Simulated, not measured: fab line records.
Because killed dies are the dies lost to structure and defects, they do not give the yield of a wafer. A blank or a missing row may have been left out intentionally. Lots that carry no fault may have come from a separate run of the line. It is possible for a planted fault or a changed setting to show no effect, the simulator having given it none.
fab line records | flow rit-cmos
record: lots: 6 wafers: 18 last-day: 6
route steps=202 shown PSD@144 SDANNEAL@153 M1@202
lots that met no fault: taken from a fault-free run of the same line
start-h: hours from the record's first day to the start of the lot's first wafer shown | wait-h: how many hours have passed since the lot's step before this one | " identical to the entry in the row above | L1.1+2: several wafers, shown together as one row | - no value, or no start given | * or withheld: withheld | < > ~ a bound
route shown NAME@n: a module of which the file shows steps, and the number in the route of the first | usual: mean/standard deviation of fault-free wafers | same: alike in all rows | chamber/n: place in a boat | sites: each site's reading | _std_site: how widely they spread, as a standard deviation | _edge_site: mean of outer sites minus mean of inner sites | radius-mm: for every site, how far away it sits from the centre of the wafer | mask NAME#n: copy n | behind: the last tool/chamber to shape the wafer | hold: the reason the lot was held/the length of the hold in hours/how it ended | device: names the non-switching transistor (n, p or np) | end of line: tests run on the same wafers once the route is complete | a step with no rows: only its recipe | killed: count of dies lost to structure and defects at first sort (not the wafer's yield) | map: a wafer's dies, marking killed ones x, the rest . and places with no die _
set.NAME: setting as actually run; set.NAME@STEP: the setting as run at that earlier step | model.NAME: the simulator's own value behind a step, which no gauge read
a table for each step, a row for each wafer; lots at some steps of the route
services: the hour from which a tool's chamber was out of use, counted from the record's first day as start-h (under 0 if before that day), plus the number of hours and why
== steps ==
step: RIT_PSD_SOFTBAKE_02
recipe: resist: NOVOLAK temp-c: 90 time-s: 60
step: RIT_PSD_EXPOSE_03
recipe: mask-id: M10 na: 0.57 target-cd-nm: 40900 dose-mj: 250
step: RIT_PSD_PEB_04
recipe: resist: NOVOLAK temp-c: withheld time-s: withheld
step: RIT_PSD_DEVELOP_05
recipe: resist: NOVOLAK develop-time-s: 50 dev-temp-c: 23
step: RIT_PSD_OVL_MEAS_06
usual: PSD_OVL: 1.2/1.5
columns lot.wafer tool chamber start-h wait-h PSD_OVL[nm]
L928.1 overlay-01 - 70.28 - 0.6
L928.3 " - " " 1.7
L928.6 " - " " 2.0
L931.1 overlay-01 - 86.10 - -2.1
L931.2 " - " " 0.0
L931.4 " - " " -0.6
L932.1 overlay-01 - 92.77 - 0.9
L932.2 " - " " 2.9
L932.4 " - " " -0.5
L934.1 overlay-02 - 100.11 - 2.8
L934.3 " - " " 2.9
L934.4 " - " " 0.7
L936.3 overlay-02 - 109.43 - 2.3
L936.5 " - " " -1.1
L936.6 " - " " 0.9
L939.2 overlay-02 - 124.76 - 1.9
L939.5 " - " " 2.6
L939.6 " - " " 3.4
step: RIT_PSD_HARDBAKE_07
recipe: resist: NOVOLAK temp-c: 140 time-s: 60
step: RIT_PSD_IMPLANT_08
recipe: species: BF2 energy-kev: 27 dose-cm2: 5e+15 tilt-deg: 7
step: RIT_PSD_STRIP_09
recipe: chemistry: O2 time-s: 180 resist: NOVOLAK platen-temp-c: withheld power-w: 500 pressure-mtorr: 4000 o2-flow-sccm: 4000
usual: drypump-motor-current-A: 5.3/0.62
columns lot.wafer tool chamber start-h wait-h drypump-motor-current-A rf-hours-counter-h
L928.1 plasma-asher-02 0 70.62 0.1 6.5 24
L928.3 " 1 " " 5.0 -
L928.6 " 1 " " 4.9 -
L931.1 plasma-asher-02 0 86.44 0.1 6.4 26
L931.2 " 1 " " 4.9 26
L931.4 " 1 " " 4.9 -
L932.1 plasma-asher-02 0 93.11 0.1 6.5 26
L932.2 " 1 " " 4.9 26
L932.4 " 1 " " 4.9 -
L934.1 plasma-asher-04 1 100.44 0.1 5.2 53
L934.3 " 0 " " 4.8 -
L934.4 " 1 " " 5.2 -
L936.3 plasma-asher-04 1 109.81 0.1 5.2 -
L936.5 " 1 " " 5.2 -
L936.6 " 0 " " 4.8 -
L939.2 plasma-asher-02 0 125.09 0.1 6.5 30
L939.5 " 1 " " 5.0 -
L939.6 " 0 " " 6.5 -
step: RIT_PSD_TW_MEAS_10
usual: PSD_TW: 3414/17
columns lot.wafer tool chamber start-h wait-h PSD_TW
L928.1 film-metro-02 - 70.79 0.1 3389
L928.3 " - " " 3403
L928.6 " - " " 3379
L931.1 film-metro-01 - 86.62 0.1 3404
L931.2 " - " " 3412
L931.4 " - " " 3409
L932.1 film-metro-01 - 93.28 0.1 3439
L932.2 " - " " 3416
L932.4 " - " " 3444
L934.1 film-metro-03 - 100.62 0.1 3394
L934.3 " - " " 3390
L934.4 " - " " 3409
L936.3 film-metro-01 - 109.95 0.1 3409
L936.5 " - " " 3401
L936.6 " - " " 3406
L939.2 film-metro-02 - 125.27 0.1 3417
L939.5 " - " " 3428
L939.6 " - " " 3430
step: RIT_SDANNEAL_CLEAN_00
recipe: chemistry: SC1 mix: 3:3:50 time-s: 600 temp-c: 75
step: RIT_SDANNEAL_CLEAN_01
recipe: chemistry: dHF dilution: 50:1 time-s: 30
step: RIT_SDANNEAL_CLEAN_02
recipe: chemistry: SC2 mix: 3:3:50 time-s: 600 temp-c: 75 dry: n2-spin
step: RIT_SDANNEAL_RTA_03
recipe: temp-c: 1050 time-s: 5 idle-temp-c: 600 ramp-up-c-per-s: 342 ramp-down-c-per-s: 171 cool-to-c: 600 ambient: N2
usual: wafer_temp_C_max: 1053.7/1.2
columns lot.wafer tool chamber start-h wait-h wafer_temp_C_max
L928.1 rtp-anneal-02 0 71.22 0.0 1053.5
L928.3 " 0 " " 1056.1
L928.6 " 0 " " 1052.9
L931.1 rtp-anneal-01 0 87.04 0.0 1054.6
L931.2 " 0 " " 1052.6
L931.4 " 0 " " 1053.3
L931.1 rtp-anneal-01 0 87.27 0.2 1052.5
L931.2 " 0 " " 1055.6
L931.4 " 0 " " 1054.5
L932.1 rtp-anneal-02 0 93.74 0.0 1055.8
L932.2 " 0 " " 1053.5
L932.4 " 0 " " 1054.5
L934.1 rtp-anneal-02 0 101.05 0.0 1052.3
L934.3 " 0 " " 1052.9
L934.4 " 0 " " 1052.7
L936.3 rtp-anneal-02 0 110.38 0.0 1051.7
L936.5 " 0 " " 1054.9
L936.6 " 0 " " 1053.6
L936.3 rtp-anneal-02 0 110.60 0.2 1052.7
L936.5 " 0 " " 1055.2
L936.6 " 0 " " 1052.8
L939.2 rtp-anneal-01 0 125.70 0.0 1054.1
L939.5 " 0 " " 1053.4
L939.6 " 0 " " 1054.1
step: RIT_SDANNEAL_RS_MEAS_04
recipe: thk-meas-gauge: four-point-probe
usual: PSD_RS: 115.9/0.32
columns lot.wafer tool chamber start-h wait-h PSD_RS[ohm/sq]
L928.1 film-metro-02 - 71.28 0.0 116.5
L928.3 " - " " 116.4
L928.6 " - " " 116.4
L931.1 film-metro-01 - 87.33 0.0 116.0
L931.2 " - " " 115.9
L931.4 " - " " 116.0
L932.1 film-metro-01 - 93.80 0.0 115.6
L932.2 " - " " 116.1
L932.4 " - " " 116.2
L934.1 film-metro-02 - 101.10 0.0 116.0
L934.3 " - " " 115.8
L934.4 " - " " 116.0
L936.3 film-metro-01 - 110.68 0.1 115.8
L936.5 " - " " 115.9
L936.6 " - " " 115.8
L939.2 film-metro-02 - 125.77 0.1 116.4
L939.5 " - " " 116.2
L939.6 " - " " 116.2
step: RIT_M1_PROBE_99
usual: killed-at-front-end: 6.6/3 killed-dies: 6.6/3 killed-open: 3.4/2 killed-short: 3.2/2
same: gross-dies: 264 killed_at_M0_to_M3: 0 killed_at_M4_up: 0 killed-at-back-side: 0 killed-at-contacts: 0 killed-at-other: 0
columns lot.wafer tool chamber start-h wait-h killed-at-front-end killed-dies killed-open killed-short
L928.1 prober-02 - 78.70 0.1 7 7 3 4
L928.3 prober-02 - 78.80 0.2 5 5 5 0
L928.6 prober-02 - 78.95 0.2 4 4 3 1
L931.1 prober-01 - 95.21 0.1 4 4 2 2
L931.2 prober-01 - 95.26 0.1 6 6 2 4
L931.4 prober-01 - 95.36 0.2 5 5 2 3
L932.1 prober-02 - 101.30 0.1 7 7 6 1
L932.2 prober-02 - 101.35 0.1 8 8 3 5
L932.4 prober-02 - 101.45 0.2 1 1 1 0
L934.1 prober-02 - 108.82 0.1 6 6 2 4
L934.3 prober-02 - 108.92 0.2 8 8 2 6
L934.4 prober-02 - 108.97 0.2 2 2 1 1
L936.3 prober-02 - 119.25 0.2 5 5 3 2
L936.5 prober-02 - 119.35 0.2 8 8 5 3
L936.6 prober-02 - 119.40 0.2 14 14 7 7
killed by level:class
L928.1 FOX2:geometric-particle:short=2 GATE:geometric-particle:open=2 REOX:geometric-particle:short=2 FOX2:geometric-particle:open=1
L928.3 GATE:geometric-particle:open=2 FOX2:geometric-particle:open=1 SPACER:geometric-particle:open=1 SILICIDE:geometric-particle:open=1
L928.6 FOX1:geometric-particle:open=1 GATE:geometric-particle:short=1 SPACER:geometric-particle:open=1 SILICIDE:geometric-particle:open=1
L931.1 FOX1:geometric-particle:short=1 GATE:geometric-particle:short=1 SPACER:geometric-particle:open=1 SILICIDE:geometric-particle:open=1
L931.2 ACTIVE:geometric-particle:short=1 FOX2:geometric-particle:open=1 GATE:geometric-particle:short=1 REOX:geometric-particle:short=1 SPACER:geometric-particle:open=1 SILICIDE:geometric-particle:short=1
L931.4 FOX2:geometric-particle:short=1 GATE:geometric-particle:short=1 GATE:geometric-particle:open=1 REOX:geometric-particle:short=1 SILICIDE:geometric-particle:open=1
L932.1 GATE:geometric-particle:open=2 SPACER:geometric-particle:open=2 FOX1:geometric-particle:open=1 FOX2:geometric-particle:open=1 GATE:geometric-particle:short=1
L932.2 GATE:geometric-particle:short=2 FOX1:geometric-particle:open=1 FOX1:geometric-particle:short=1 FOX2:geometric-particle:short=1 GATE:geometric-particle:open=1 REOX:geometric-particle:short=1 SPACER:geometric-particle:open=1
L932.4 SILICIDE:geometric-particle:open=1
L934.1 FOX2:geometric-particle:short=1 FOX2:geometric-particle:open=1 GATE:geometric-particle:short=1 GATE:geometric-particle:open=1 REOX:geometric-particle:short=1 SPACER:geometric-particle:short=1
L934.3 FOX1:geometric-particle:short=2 SPACER:geometric-particle:short=2 FOX1:geometric-particle:open=1 FOX2:geometric-particle:open=1 GATE:geometric-particle:short=1 REOX:geometric-particle:short=1
L934.4 SPACER:geometric-particle:short=1 SILICIDE:geometric-particle:open=1
L936.3 GATE:geometric-particle:open=2 FOX1:geometric-particle:short=1 GATE:geometric-particle:short=1 SPACER:geometric-particle:open=1
L936.5 GATE:geometric-particle:open=2 SILICIDE:geometric-particle:open=2 ACTIVE:geometric-particle:short=1 REOX:geometric-particle:open=1 REOX:geometric-particle:short=1 SILICIDE:geometric-particle:short=1
L936.6 GATE:geometric-particle:short=4 SILICIDE:geometric-particle:open=3 REOX:geometric-particle:short=2 FOX1:geometric-particle:open=1 FOX2:geometric-particle:open=1 FOX2:geometric-particle:short=1 GATE:geometric-particle:open=1 SPACER:geometric-particle:open=1
== services ==
columns tool chamber start-h hours kind
rtp-anneal-02 - 52.06 4.7 pm
== key ==
first-sign: step: RIT_SDANNEAL_RTA_03 reading: visit direction: added
effect none on later readings
met-at RIT_SDANNEAL_RTA_03
struck-wafers L931.1,L931.2,L931.4,L936.3,L936.5,L936.6
tester-left-out L931,L936
fault: kind: repeated-step-whole tool: rtp-anneal-01,rtp-anneal-02 chamber: - onset-h: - steps: RIT_SDANNEAL_RTA_03 times: 1 scope: struck-lots-only
tester-left-out: of these lots the tester's yield and bins aren't shown, on N5 and GAA mostly nor the transistor test; their killed dies are dies lost to structure and defects alone, not to doping, threshold or leakage, so they don't give the yield
